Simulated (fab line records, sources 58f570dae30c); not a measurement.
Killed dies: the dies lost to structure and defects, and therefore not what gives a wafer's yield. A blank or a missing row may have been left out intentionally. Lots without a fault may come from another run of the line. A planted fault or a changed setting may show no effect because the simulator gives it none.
The tool behind it: which one? | flow berkeley cmos170 | 14 lots with 42 wafers sampled at 2 steps, on a route of 331 steps

WHAT EACH GAUGE READ, for each wafer
UCB170_ACTIVE_CD_MEAS_90: target cd 1200 nm. Usual: cd nm reads 1199.9 nm (standard deviation 1.2).
lot  | measured    | on        | cd nm (nm)           | flag
L527 | day 4 13:47 | cd sem-01 | 1197.6 1197.8 1198.0 |
L529 | day 4 21:57 | cd sem-02 | 1201.7 1201.4 1202.6 |
L530 | day 4 22:17 | cd sem-01 | 1200.3 1200.3 1198.8 |
L531 | day 5 12:14 | cd sem-02 | 1199.3 1199.1 1200.7 |
L532 | day 5 12:10 | cd sem-01 | 1199.5 1200.6 1199.2 |
L533 | day 5 17:55 | cd sem-01 | 1199.0 1200.2 1198.1 |
L534 | day 6 03:57 | cd sem-01 | 1200.8 1200.0 1199.8 |
L535 | day 6 03:25 | cd sem-01 | 1199.0 1199.3 1200.1 |
L537 | day 6 17:22 | cd sem-02 | 1199.8 1198.7 1198.9 |
L541 | day 7 00:30 | cd sem-02 | 1202.0 1198.9 1202.0 |
L544 | day 8 00:13 | cd sem-02 | 1200.5 1199.6 1200.1 |
L547 | day 8 11:56 | cd sem-01 | 1201.1 1201.2 1201.1 |
L548 | day 8 16:38 | cd sem-01 | 1199.9 1200.0 1201.4 |
L550 | day 9 09:47 | cd sem-01 | 1198.7 1198.8 1198.6 |

TOOL THAT RAN EACH LOT (tool first, then ch and the chambers of the sampled wafers, then the start)
lot  | UCB170_PWELL_ETCH_14
L527 | rie diel-04 ch 0,2,3, day 3 03:11
L529 | rie diel-03 ch 0,2,3, day 3 13:40
L530 | rie diel-01 ch 2,3, day 3 19:33
L531 | rie diel-03 ch 0,1,2, day 4 03:37
L532 | rie diel-04 ch 0,1,3, day 4 08:12
L533 | rie diel-03 ch 0,1, day 4 12:23
L534 | rie diel-01 ch 0,1,2, day 5 00:08
L535 | rie diel-03 ch 1,2,3, day 5 00:32
L537 | rie diel-03 ch 0,3, day 5 10:07
L541 | rie diel-03 ch 0,2, day 5 19:27
L544 | rie diel-04 ch 0,1,3, day 6 14:53
L547 | rie diel-01 ch 0,1, day 7 02:36
L548 | rie diel-04 ch 0,2,3, day 7 14:31
L550 | rie diel-01 ch 1,2,3, day 8 02:59
- UCB170_PWELL_ETCH_14: etches Si3N4 in CH3F/Ar/O2, stops on SiO2, target depth 242 nm, time 151 s.

WHAT THE TOOLS THEMSELVES READ (means of the sampled wafers that have a number; where no wafer has one, the mark that the record gives instead)
UCB170_PWELL_ETCH_14. Usual: drypump motor current A 5.7 A, standard deviation 0.47; mfc ar sccm 50.00 sccm, standard deviation 0.14; oes product au 0.936 a.u., standard deviation 0.014; throttle valve pct 8.04 %, standard deviation 0.11.
lot  | tool        | drypump motor current A (A) | mfc ar sccm (sccm) | oes product au (a.u.) | throttle valve pct (%) | flag
L527 | rie diel-04 | 5.5                         | 50.06              | 0.942                 | 8.05                   |
L529 | rie diel-03 | 6.0                         | 50.14              | 0.931                 | 8.05                   |
L530 | rie diel-01 | 5.5                         | 49.91              | 0.939                 | 8.04                   |
L531 | rie diel-03 | 6.2                         | 50.04              | 0.931                 | 8.05                   |
L532 | rie diel-04 | 5.7                         | 49.96              | 0.951                 | 8.06                   |
L533 | rie diel-03 | 6.1                         | 50.08              | 0.935                 | 8.04                   |
L534 | rie diel-01 | 5.4                         | 49.97              | 0.934                 | 8.12                   |
L535 | rie diel-03 | 6.2                         | 50.14              | 0.925                 | 8.03                   |
L537 | rie diel-03 | 5.6                         | 50.03              | 0.936                 | 8.04                   |
L541 | rie diel-03 | 6.3                         | 49.93              | 0.942                 | 8.04                   |
L544 | rie diel-04 | 5.7                         | 49.96              | 0.943                 | 8.06                   |
L547 | rie diel-01 | 5.2                         | 50.02              | 0.930                 | 8.15                   |
L548 | rie diel-04 | 5.6                         | 49.84              | 0.943                 | 8.06                   |
L550 | rie diel-01 | 5.7                         | 50.02              | 0.924                 | 8.04                   |

THE ANSWER, worked out from the rows above alone
Rule: a lot counts as off when the mean over its wafers that have a number is more than 3 standard deviations away from the usual mean. Also off: a lot with no number at a reading for which 4 or more lots have one. Where the step has rows for the other lots, those lots are counted as sound. Order of review: gauges by route order, followed by the tools' own readings, for which a lot's mean as printed above is used. At the first step where some lot is off, the reading lying furthest off is the one used; lots without a number count as furthest.
No lot is off at any reading shown: from this, nothing can be told.

WHAT HAD BEEN PUT IN BY THE SIMULATOR
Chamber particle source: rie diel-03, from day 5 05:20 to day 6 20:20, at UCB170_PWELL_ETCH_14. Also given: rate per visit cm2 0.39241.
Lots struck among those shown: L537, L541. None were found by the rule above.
